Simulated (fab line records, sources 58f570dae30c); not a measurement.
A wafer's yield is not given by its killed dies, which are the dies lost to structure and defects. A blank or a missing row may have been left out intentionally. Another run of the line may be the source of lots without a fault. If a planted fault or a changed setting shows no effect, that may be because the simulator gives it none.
Shared-tool check -- flow berkeleyCmos170 -- 14 lots, 42 wafers sampled

== WHAT PROMPTED THE OPENING ==
At UCB170_NLDD_TW_MEAS_11 the reading NLDD_TW is flagged on 2 of 14 lots. Wafers without a fault read 2207, standard deviation 21.
Rule: a lot is flagged in two cases, either no wafer of it has a number, or all its wafers with numbers fall more than 4 standard deviations from that mean. The rest of the lots are taken to be sound.

lot,measured,on,"NLDD_TW, wafer by wafer",flag
L313,day 8 00:03,filmMetro-03,2179 2170 2180,
L312,day 8 00:38,filmMetro-03,2187 2177 2170,
L314,day 8 07:50,filmMetro-03,2173 2166 2182,
L315,day 8 08:06,filmMetro-01,2212 2208 2208,
L319,day 9 09:48,filmMetro-02,2486 2486 2482,FLAGGED
L323,day 9 21:46,filmMetro-02,2489 2470 2477,FLAGGED
L325,day 10 07:32,filmMetro-01,2202 2199 2190,
L324,day 10 08:40,filmMetro-03,2192 2188 2189,
L327,day 10 17:01,filmMetro-01,2208 2206 2218,
L328,day 10 17:19,filmMetro-03,2183 2182 2198,
L331,day 11 02:09,filmMetro-01,2215 2198 2213,
L334,day 11 21:32,filmMetro-02,2235 2249 2257,
L333,day 11 21:49,filmMetro-01,2210 2217 2209,
L335,day 11 22:22,filmMetro-01,2206 2198 2219,
On average the flagged lots' numbers are 2482, which is +275 against the usual, or +13 standard deviations.

== WHICH TOOL EACH LOT WENT THROUGH ==
The record holds 2 process steps before the reading, out of a route of 331 steps. In each cell: the tool, then ch and the chambers that the sampled wafers went through, then the start.
lot,flag,UCB170_GATE_ETCH_15,UCB170_NLDD_IMPLANT_08
L313,,"rieSi-02 ch 1,3, day 7 18:31","implanter-01 ch 0, day 7 23:41"
L312,,"rieSi-02 ch 1,2,3, day 7 18:52","implanter-03 ch 0, day 8 00:14"
L314,,"rieSi-01 ch 0,2, day 8 01:58","implanter-04 ch 0, day 8 07:27"
L315,,"rieSi-01 ch 0,2,3, day 8 02:15","implanter-01 ch 0, day 8 07:42"
L319,FLAGGED,"rieSi-01 ch 2,3, day 9 04:02","implanter-01 ch 0, day 9 09:04"
L323,FLAGGED,"rieSi-02 ch 1,2, day 9 11:53","implanter-03 ch 0, day 9 20:44"
L325,,"rieSi-02 ch 0,2, day 10 02:41","implanter-03 ch 0, day 10 07:09"
L324,,"rieSi-02 ch 0,1,2, day 10 03:25","implanter-03 ch 0, day 10 08:16"
L327,,"rieSi-01 ch 2,3, day 10 09:25","implanter-01 ch 0, day 10 16:37"
L328,,"rieSi-02 ch 0,1,2, day 10 09:40","implanter-03 ch 0, day 10 16:56"
L331,,"rieSi-01 ch 2,3, day 10 20:31","implanter-03 ch 0, day 11 01:47"
L334,,"rieSi-01 ch 0,1,3, day 11 15:59","implanter-04 ch 0, day 11 21:08"
L333,,"rieSi-02 ch 0,1,2, day 11 16:24","implanter-03 ch 0, day 11 21:25"
L335,,"rieSi-01 ch 1,2,3, day 11 16:17","implanter-04 ch 0, day 11 21:59"
What is done by these steps:
- UCB170_GATE_ETCH_15: etches poly-Si in HBr/Cl2, stops on SiO2, time 56.3 s, target depth 278.2 nm.
- UCB170_NLDD_IMPLANT_08
- UCB170_NLDD_TW_MEAS_11

== FLAGGED AGAINST TOTAL, ONE TOOL AT A TIME (gauges that did the reading follow at the end) ==
step,tool,lots run,flagged,share of the flagged lots,sound lots run after its first flagged lot
UCB170_GATE_ETCH_15,rieSi-01,7,1,some,"4 (L327,L331,L334,L335)"
UCB170_GATE_ETCH_15,rieSi-02,7,1,some,"4 (L325,L324,L328,L333)"
UCB170_NLDD_IMPLANT_08,implanter-01,4,1,some,1 (L327)
UCB170_NLDD_IMPLANT_08,implanter-03,7,1,some,"5 (L325,L324,L328,L331,L333)"
UCB170_NLDD_IMPLANT_08,implanter-04,3,0,none,-
UCB170_NLDD_TW_MEAS_11,filmMetro-01,6,0,none,-
UCB170_NLDD_TW_MEAS_11,filmMetro-02,3,2,all,1 (L334)
UCB170_NLDD_TW_MEAS_11,filmMetro-03,5,0,none,-

== WHAT THE TABLE PERMITS ==
In the table, 1 row covers all flagged lots: filmMetro-02 at UCB170_NLDD_TW_MEAS_11.
- filmMetro-02 at UCB170_NLDD_TW_MEAS_11 ran 3 lots, 2 of them flagged. Sound lots ran on it after the first flagged one (L334), which a lasting fault on the whole tool wouldn't allow.
There is no row in the table that ran each flagged lot and no sound lot after the first.

== WHAT THE SIMULATOR HAD PUT IN ==
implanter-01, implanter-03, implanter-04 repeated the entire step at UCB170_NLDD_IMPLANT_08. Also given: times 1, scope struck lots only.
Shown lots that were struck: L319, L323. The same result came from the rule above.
